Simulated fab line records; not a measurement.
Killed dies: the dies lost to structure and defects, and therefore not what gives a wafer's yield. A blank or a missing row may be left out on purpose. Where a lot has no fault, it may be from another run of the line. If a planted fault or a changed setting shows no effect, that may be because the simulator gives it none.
Matching of chambers | flow berkeleyCmos170 | rieSi-01 running UCB170_GATE_ETCH_15: 4 sister chambers
The step etches poly-Si in HBr/Cl2, stops on SiO2, time 56.3 s, target depth 278.2 nm. 14 wafers are shown with their chamber, then 7 later ones without.

## WAFERS PAIRED WITH THEIR CHAMBERS
wafer  | chamber | throttleValvePct (%) | drypumpMotorCurrentA (A) | oesProductAu (a.u.)
L787.1 | 1       | 26.32                | 5.1                      | 0.816
L787.2 | 2       | 26.64                | 6.2                      | 0.835
L787.3 | 0       | 26.62                | 6.0                      | 0.853
L790.1 | 2       | 26.65                | 6.1                      | 0.837
L790.3 | 1       | 26.31                | 5.1                      | 0.818
L790.5 | 0       | 26.62                | 6.0                      | 0.857
L789.1 | 0       | 26.62                | 6.0                      | 0.870
L789.2 | 3       | 26.36                | 5.7                      | 0.831
L789.4 | 2       | 26.67                | 6.1                      | 0.833
L791.3 | 3       | 26.36                | 5.7                      | 0.847
L791.4 | 1       | 26.32                | 5.1                      | 0.812
L791.6 | 1       | 26.33                | 5.1                      | 0.800
L795.2 | 1       | 26.33                | 5.1                      | 0.819
L795.3 | 0       | 26.65                | 6.1                      | 0.853

SIGNATURES (means of the wafers above)
reading              | chamber 0 | chamber 1 | chamber 2 | chamber 3 | scatter within a chamber
throttleValvePct     | 26.6275   | 26.3220   | 26.6533   | 26.3600   | 0.0119
drypumpMotorCurrentA | 6.025     | 5.100     | 6.133     | 5.700     | 0.0376
oesProductAu         | 0.85825   | 0.81300   | 0.83500   | 0.83900   | 0.00755
Rule: for each reading, subtract the chamber's mean from the wafer's reading, divide by that reading's scatter and square the result; add these up over the readings and take the root, which gives the wafer's distance from the chamber. The wafer belongs to the nearest chamber; if the next one is less than 2 further off, it can't be placed. The scatter: take each reading less its chamber's mean, square it, sum over the shown wafers, divide by the number of wafers less the number of chambers, and take the root.

## WAFERS MISSING THEIR CHAMBER
wafer  | throttleValvePct (%) | drypumpMotorCurrentA (A) | oesProductAu (a.u.)
L795.6 | 26.37                | 5.7                      | 0.847
L809.1 | 26.36                | 5.7                      | 0.829
L809.4 | 26.55                | 6.1                      | 0.845
L809.5 | 26.32                | 5.1                      | 0.822
L806.3 | 26.35                | 5.7                      | 0.840
L806.4 | 26.53                | 6.2                      | 0.840
L806.5 | 26.35                | 5.7                      | 0.833

## CHAMBER TAKEN BY EACH
wafer  | from the rows above     | in truth
L795.6 | 3                       | 3
L809.1 | 3                       | 3
L809.4 | can't be placed: 0 or 2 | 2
L809.5 | 1                       | 1
L806.3 | 3                       | 3
L806.4 | can't be placed: 0 or 2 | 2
L806.5 | 3                       | 3
Correctly placed: 5 of 7. Unplaceable from these rows: 2, with the true chamber sitting among the candidates in 2. Number placed wrongly: 0.
